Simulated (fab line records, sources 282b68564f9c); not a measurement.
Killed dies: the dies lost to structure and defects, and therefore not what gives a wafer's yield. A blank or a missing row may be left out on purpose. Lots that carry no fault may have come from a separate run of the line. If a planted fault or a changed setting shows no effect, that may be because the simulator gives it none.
Split-lot study -- flow ritCmos -- on a route of 202 steps: 5 lots, 23 wafers read

== THE SPLIT ITSELF ==
At RIT_PLDD_IMPLANT_08, the setting doseCm2 was moved away from the recipe's 9e+14 on 7 of the 23 wafers read, by -1.9% to +2.5%. The other wafers ran this setting at the recipe's value.

== FROM THE SPLIT TO THE READING: what the file shows between them, 6 steps ==
- RIT_PSD_IMPLANT_08 (also split here: energyKev)
- RIT_SDANNEAL_CLEAN_00: cleans in SC1, time 600 s (also split here: tempC)
- RIT_SDANNEAL_CLEAN_01: cleans in dHF, time 30 s
- RIT_SDANNEAL_CLEAN_02: cleans in SC2, time 600 s
- RIT_SDANNEAL_RTA_03: time 5 s
- RIT_SDANNEAL_RS_MEAS_04: measures by four-point-probe

== THE READING ==
PLDD_RS (ohm/sq), read at RIT_SDANNEAL_RS_MEAS_06 with a four-point probe. Fault-free wafers of this fab line usually give 178.7 ohm/sq, standard deviation 0.47 ohm/sq.

wafer,"tool, chamber at the split",doseCm2 as run,against the recipe,"PLDD_RS, ohm/sq",against lot-mates on the recipe
L076.1,"implanter-02, 0",9e+14,recipe,178.9,-
L076.2,"implanter-02, 0",8.825e+14,-1.9%,180.5,+1.8
L076.4,"implanter-02, 0",9e+14,recipe,178.6,-
L076.5,"implanter-02, 0",8.825e+14,-1.9%,180.1,+1.3
L076.6,"implanter-02, 0",8.825e+14,-1.9%,180.5,+1.8
L079.2,"implanter-02, 0",9e+14,recipe,178.7,-
L079.3,"implanter-02, 0",9e+14,recipe,178.8,-
L079.4,"implanter-02, 0",9e+14,recipe,178.8,-
L079.5,"implanter-02, 0",9e+14,recipe,178.8,-
L079.6,"implanter-02, 0",9e+14,recipe,179.4,-
L080.1,"implanter-03, 0",9e+14,recipe,178.7,-
L080.3,"implanter-03, 0",9e+14,recipe,178.8,-
L080.4,"implanter-03, 0",9.207e+14,+2.3%,177.3,-1.7
L080.5,"implanter-03, 0",9.207e+14,+2.3%,177.5,-1.5
L080.6,"implanter-03, 0",9e+14,recipe,179.4,-
L083.1,"implanter-02, 0",9e+14,recipe,179.5,-
L083.3,"implanter-02, 0",9e+14,recipe,178.3,-
L083.5,"implanter-02, 0",9e+14,recipe,178.6,-
L085.1,"implanter-03, 0",9.226e+14,+2.5%,177.4,-1.6
L085.2,"implanter-03, 0",9.226e+14,+2.5%,176.7,-2.3
L085.3,"implanter-03, 0",9e+14,recipe,179.2,-
L085.4,"implanter-03, 0",9e+14,recipe,178.8,-
L085.5,"implanter-03, 0",9e+14,recipe,178.9,-

THE FIT
A straight line over all 23 wafers: PLDD_RS changes by -0.718 ohm/sq for each +1% of doseCm2; r = -0.95; the points scatter about the line by 0.31 ohm/sq.
The same after taking each lot's own level away (the mean of its wafers on the recipe; 23 wafers): -0.764 ohm/sq for each +1%; r = -0.95; scatter 0.31 ohm/sq.
That fit puts the effect of the largest move of doseCm2 on the reading at 1.9 ohm/sq.
The span of the lots' own levels, 178.75 to 178.97 ohm/sq, comes to 0.5 times the standard deviation stated above.
Hence the lot-to-lot level has little effect on the slope; both slopes agree.
Check: for one of the wafers moved furthest among these (+2.5%), held out of the fit, the line's prediction against its lot-mates is -1.97 ohm/sq. It came out at -1.57 ohm/sq against them.

== FURTHER SPLITS ON THESE WAFERS ==
Other splits were also applied to these wafers ahead of the reading. Each is held against what the fit with the lots' levels taken away leaves over:
other split on the same wafers,wafers away from the commonest value,r with PLDD_RS (lot level and that fit taken away)
RIT_ACTIVE_OXIDATION_01 oxTimeS,15,+0.10
RIT_FOX2_OXIDATION_00 oxTimeS,18,-0.11
RIT_NWELL_IMPLANT_08 energyKev,10,-0.17
RIT_PWELL_IMPLANT_08 doseCm2,7,-0.18
RIT_NRETRO_IMPLANT_08 doseCm2,5,+0.17
RIT_GATE_DEVELOP_15 devTempC,4,+0.02
RIT_NLDD_COAT_01 resistThkNm,8,-0.25
RIT_NLDD_IMPLANT_08 doseCm2,7,+0.14
RIT_PSD_IMPLANT_08 energyKev,10,+0.31
RIT_SDANNEAL_CLEAN_00 tempC,10,+0.01

== THE FILE'S OWN FIT ==
PLDD_RS changes by -0.759 ohm/sq for each +1% of doseCm2, r = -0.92.
